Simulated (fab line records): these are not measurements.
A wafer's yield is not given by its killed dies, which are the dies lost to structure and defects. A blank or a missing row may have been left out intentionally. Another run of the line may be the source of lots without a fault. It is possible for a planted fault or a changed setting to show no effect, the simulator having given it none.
fab line records    flow berkeley_cmos170
record: lots: 14  wafers: 42  last_day: 11
route steps=331 shown PFIELD@88 PVT@121 GATE@142
lots that met no fault: taken from a fault-free run of the same line
start_h: the number of hours between the record's first day and the start of the first shown wafer of the lot    wait_h: hours since the lot's step before    " repeats the value in the row above    L1.1+2: a single row standing in for several wafers    - no value, or no start was given    * or withheld: withheld    < > ~ a bound
route shown NAME@n: NAME is a module with steps in the file, n the number in the route of the first one    usual: the fault-free wafers' mean and standard deviation    same: alike in all rows    chamber/n: place in a boat    sites: each site's reading    _std_site: standard deviation across them    _edge_site: outer sites' mean less inner sites'    radius_mm: how far each site lies from the wafer's centre    mask NAME#n: copy n    behind: tool/chamber where the wafer was last shaped    hold: why the lot was held/for how many hours/how that ended    device: which transistor (n, p or np) failed to switch    end of line: the tests these same wafers got at the end of their route    a step without rows: its recipe alone    killed: at the first sort, the dies lost to defects and structure; wafer yield is something else    map: shows each die of a wafer: x if killed, . if not, _ if none is there
set.NAME: the setting the step ran with; set.NAME@STEP: the setting that earlier step ran with    model.NAME: the simulator's own value behind a step, which no gauge read
one table for each step of the route and one row for each wafer, over a sample of lots
services: a tool's chamber out of use, with start hour (start_h, from the record's first day; less than 0 if before it), hours out, and reason
== steps ==
step: UCB170_PFIELD_TW_MEAS_09
usual: PFIELD_TW: 602/3.5
lot.wafer  tool           chamber  start_h  wait_h  PFIELD_TW
L831.1     film_metro-02  -        77.21    0.1     599
L831.4     "              -        "        "       600
L831.5     "              -        "        "       599
L833.4     film_metro-03  -        87.52    0.1     607
L833.5     "              -        "        "       604
L833.6     "              -        "        "       603
L835.3     film_metro-02  -        97.31    0.1     606
L835.4     "              -        "        "       603
L835.5     "              -        "        "       601
L836.1     film_metro-02  -        97.59    0.1     604
L836.3     "              -        "        "       600
L836.4     "              -        "        "       605
L838.1     film_metro-03  -        112.70   0.2     605
L838.3     "              -        "        "       605
L838.5     "              -        "        "       605
L837.1     film_metro-01  -        113.12   0.1     597
L837.4     "              -        "        "       600
L837.6     "              -        "        "       601
L841.2     film_metro-02  -        129.58   0.1     607
L841.3     "              -        "        "       605
L841.6     "              -        "        "       607
L845.1     film_metro-03  -        157.25   0.1     601
L845.4     "              -        "        "       605
L845.5     "              -        "        "       604
L847.1     film_metro-01  -        168.44   0.1     598
L847.2     "              -        "        "       596
L847.5     "              -        "        "       595
L848.1     film_metro-03  -        168.61   0.1     602
L848.2     "              -        "        "       604
L848.4     "              -        "        "       600
L849.2     film_metro-01  -        184.28   0.1     596
L849.3     "              -        "        "       596
L849.6     "              -        "        "       597
L850.4     film_metro-03  -        194.40   0.1     601
L850.5     "              -        "        "       600
L850.6     "              -        "        "       599
L852.1     film_metro-01  -        203.00   0.1     599
L852.3     "              -        "        "       601
L852.6     "              -        "        "       600
L854.1     film_metro-02  -        203.82   0.1     605
L854.3     "              -        "        "       604
L854.6     "              -        "        "       599
step: UCB170_PVT_OVL_MEAS_06
usual: PVT_OVL: 2/5.5
lot.wafer  tool        chamber  start_h  wait_h  PVT_OVL[nm]
L831.1     overlay-02  -        109.25   -       9
L831.4     "           -        "        "       6
L831.5     "           -        "        "       4
L833.4     overlay-01  -        120.02   -       -2
L833.5     "           -        "        "       -6
L833.6     "           -        "        "       -4
L835.3     overlay-01  -        131.40   -       5
L835.4     "           -        "        "       8
L835.5     "           -        "        "       6
L836.1     overlay-02  -        131.54   -       5
L836.3     "           -        "        "       5
L836.4     "           -        "        "       1
L837.1     overlay-01  -        148.58   -       5
L837.4     "           -        "        "       4
L837.6     "           -        "        "       3
L838.1     overlay-02  -        148.68   -       -3
L838.3     "           -        "        "       4
L838.5     "           -        "        "       2
L841.2     overlay-01  -        168.52   -       -2
L841.3     "           -        "        "       -7
L841.6     "           -        "        "       -5
L845.1     overlay-01  -        193.33   -       13
L845.4     "           -        "        "       7
L845.5     "           -        "        "       13
L848.1     overlay-01  -        198.65   -       1
L848.2     "           -        "        "       5
L848.4     "           -        "        "       8
L847.1     overlay-02  -        199.28   -       -2
L847.2     "           -        "        "       -3
L847.5     "           -        "        "       -2
L849.2     overlay-01  -        212.33   -       -3
L849.3     "           -        "        "       0
L849.6     "           -        "        "       -3
L850.4     overlay-01  -        217.61   -       5
L850.5     "           -        "        "       8
L850.6     "           -        "        "       6
L854.1     overlay-02  -        224.77   -       14
L854.3     "           -        "        "       16
L854.6     "           -        "        "       9
L852.1     overlay-01  -        225.07   -       -10
L852.3     "           -        "        "       -5
L852.6     "           -        "        "       -10
step: UCB170_GATE_STRIP_16
recipe: chemistry: O2  power_w: 400  pressure_mtorr: 3500  platen_temp_c: withheld  o2_flow_sccm: 400  overash_fraction: 0.5
usual: chamber_pressure_mTorr: 3500/3.4  drypump_motor_current_A: 5.8/0.46  oes_product_au: 0.724/0.0048
lot.wafer  tool             chamber  start_h  wait_h  chamber_pressure_mTorr  drypump_motor_current_A  oes_product_au  rf_hours_counter_h
L831.1     plasma_asher-03  1        119.88   0.0     3501                    6.3                      0.728           41
L831.4     "                1        "        "       3502                    6.3                      0.720           -
L831.5     "                0        "        "       3502                    5.7                      0.728           -
L833.4     plasma_asher-04  1        133.15   0.1     3501                    5.0                      0.717           -
L833.5     "                0        "        "       3498                    5.4                      0.731           -
L833.6     "                1        "        "       3503                    5.0                      0.730           -
L835.3     plasma_asher-03  0        147.16   0.1     3503                    5.6                      0.728           -
L835.4     "                1        "        "       3501                    6.3                      0.729           -
L835.5     "                1        "        "       3494                    6.4                      0.723           -
L836.1     plasma_asher-04  0        147.40   0.0     3497                    5.4                      0.719           37
L836.3     "                0        "        "       3500                    5.4                      0.716           -
L836.4     "                1        "        "       3502                    5.0                      0.719           -
L837.1     plasma_asher-03  1        161.99   0.0     -                       -                        -               -
L837.4     "                1        "        "       -                       -                        -               -
L837.6     "                0        "        "       -                       -                        -               -
L838.1     plasma_asher-04  1        162.32   0.0     -                       -                        -               -
L838.3     "                0        "        "       -                       -                        -               -
L838.5     "                0        "        "       -                       -                        -               -
L841.2     plasma_asher-01  1        184.78   0.0     3501                    6.3                      0.716           44
L841.3     "                1        "        "       3507                    6.3                      0.736           -
L841.6     "                0        "        "       3500                    5.5                      0.721           -
L845.1     plasma_asher-03  0        203.17   0.0     3499                    5.6                      0.723           52
L845.4     "                0        "        "       3505                    5.6                      0.722           -
L845.5     "                0        "        "       3500                    5.7                      0.729           -
L848.1     plasma_asher-03  1        207.27   0.0     3501                    6.4                      0.723           52
L848.2     "                0        "        "       3503                    5.6                      0.718           52
L848.4     "                0        "        "       3496                    5.6                      0.722           -
L847.1     plasma_asher-01  1        207.39   0.0     3492                    6.3                      0.729           46
L847.2     "                0        "        "       3504                    5.5                      0.722           46
L847.5     "                0        "        "       3496                    5.5                      0.726           -
L849.2     plasma_asher-01  0        221.06   0.0     3490                    5.5                      0.718           48
L849.3     "                0        "        "       3498                    5.5                      0.728           -
L849.6     "                1        "        "       3501                    6.3                      0.728           -
L850.4     plasma_asher-03  1        225.33   0.0     3496                    6.3                      0.722           -
L850.5     "                1        "        "       3504                    6.3                      0.725           -
L850.6     "                0        "        "       3502                    5.6                      0.723           -
L854.1     plasma_asher-04  0        235.10   0.0     3500                    5.4                      0.721           44
L854.3     "                0        "        "       3503                    5.4                      0.734           -
L854.6     "                1        "        "       3501                    5.0                      0.729           -
L852.1     plasma_asher-01  0        235.30   0.0     3500                    5.5                      0.724           50
L852.3     "                0        "        "       3501                    5.5                      0.718           -
L852.6     "                1        "        "       3498                    6.3                      0.723           -
step: UCB170_GATE_CD_MEAS_90
recipe: target_cd_nm: 350
usual: cd_nm: 350.4/1.6
lot.wafer  tool       chamber  start_h  wait_h  cd_nm
L831.1     cd_sem-01  -        119.99   0.1     351.3
L831.4     "          -        "        "       349.5
L831.5     "          -        "        "       351.1
L833.4     cd_sem-01  -        133.28   0.1     353.2
L833.5     "          -        "        "       353.1
L833.6     "          -        "        "       352.9
L835.3     cd_sem-02  -        147.32   0.1     348.4
L835.4     "          -        "        "       348.6
L835.5     "          -        "        "       348.3
L836.1     cd_sem-02  -        147.50   0.1     350.4
L836.3     "          -        "        "       349.5
L836.4     "          -        "        "       350.0
L837.1     cd_sem-01  -        162.19   0.2     347.9
L837.4     "          -        "        "       346.5
L837.6     "          -        "        "       347.2
L838.1     cd_sem-02  -        162.42   0.1     350.6
L838.3     "          -        "        "       351.1
L838.5     "          -        "        "       350.9
L841.2     cd_sem-01  -        184.90   0.1     350.4
L841.3     "          -        "        "       350.2
L841.6     "          -        "        "       351.3
L845.1     cd_sem-02  -        203.27   0.1     349.7
L845.4     "          -        "        "       351.6
L845.5     "          -        "        "       351.9
L848.1     cd_sem-02  -        207.37   0.1     351.2
L848.2     "          -        "        "       352.1
L848.4     "          -        "        "       350.3
L847.1     cd_sem-02  -        207.49   0.1     350.0
L847.2     "          -        "        "       350.6
L847.5     "          -        "        "       348.7
L849.2     cd_sem-02  -        221.19   0.1     352.3
L849.3     "          -        "        "       351.5
L849.6     "          -        "        "       353.8
L850.4     cd_sem-01  -        225.45   0.1     350.3
L850.5     "          -        "        "       351.3
L850.6     "          -        "        "       351.9
L854.1     cd_sem-02  -        235.20   0.1     347.4
L854.3     "          -        "        "       349.0
L854.6     "          -        "        "       348.0
L852.1     cd_sem-02  -        235.40   0.1     350.9
L852.3     "          -        "        "       351.9
L852.6     "          -        "        "       352.4
== services ==
tool             chamber  start_h  hours  kind
plasma_asher-01  -        118.69   29.4   pm
plasma_asher-01  -        148.06   14.6   pm
plasma_asher-04  -        150.25   2.8    pm
plasma_asher-04  -        164.85   29.1   pm
plasma_asher-01  -        193.15   0.9    repair
== key ==
first_sign: step: UCB170_GATE_STRIP_16  reading: tool_record  direction: missing
effect none on later readings
met_at UCB170_GATE_STRIP_16
struck_lots L837,L838
later_rows_left_out L837.1,L837.4,L837.6,L838.1,L838.3,L838.5
sort_left_out L837.1,L837.4,L837.6,L838.1,L838.3,L838.5
tester_left_out L837,L838
not_acting_at UCB170_PFIELD_TW_MEAS_09,UCB170_PVT_OVL_MEAS_06,UCB170_GATE_CD_MEAS_90
onset_between 147.40 161.99
fault: kind: skipped_step_whole  tool: plasma_asher-03,plasma_asher-04  chamber: -  onset_h: 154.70  steps: UCB170_GATE_STRIP_16  scope: struck_lots_only
tester_left_out: of these lots the tester's yield and bins aren't shown, on N5 and GAA mostly nor the transistor test; their killed dies are dies lost to structure and defects alone, not to doping, threshold or leakage, so they don't give the yield
sort_left_out: the simulated sort isn't trusted on such a fault, so these wafers' sort isn't shown, and their yield isn't known
later_rows_left_out: the simulator's readings of these wafers behind a module that went badly wrong aren't trusted and aren't shown, but for the sort
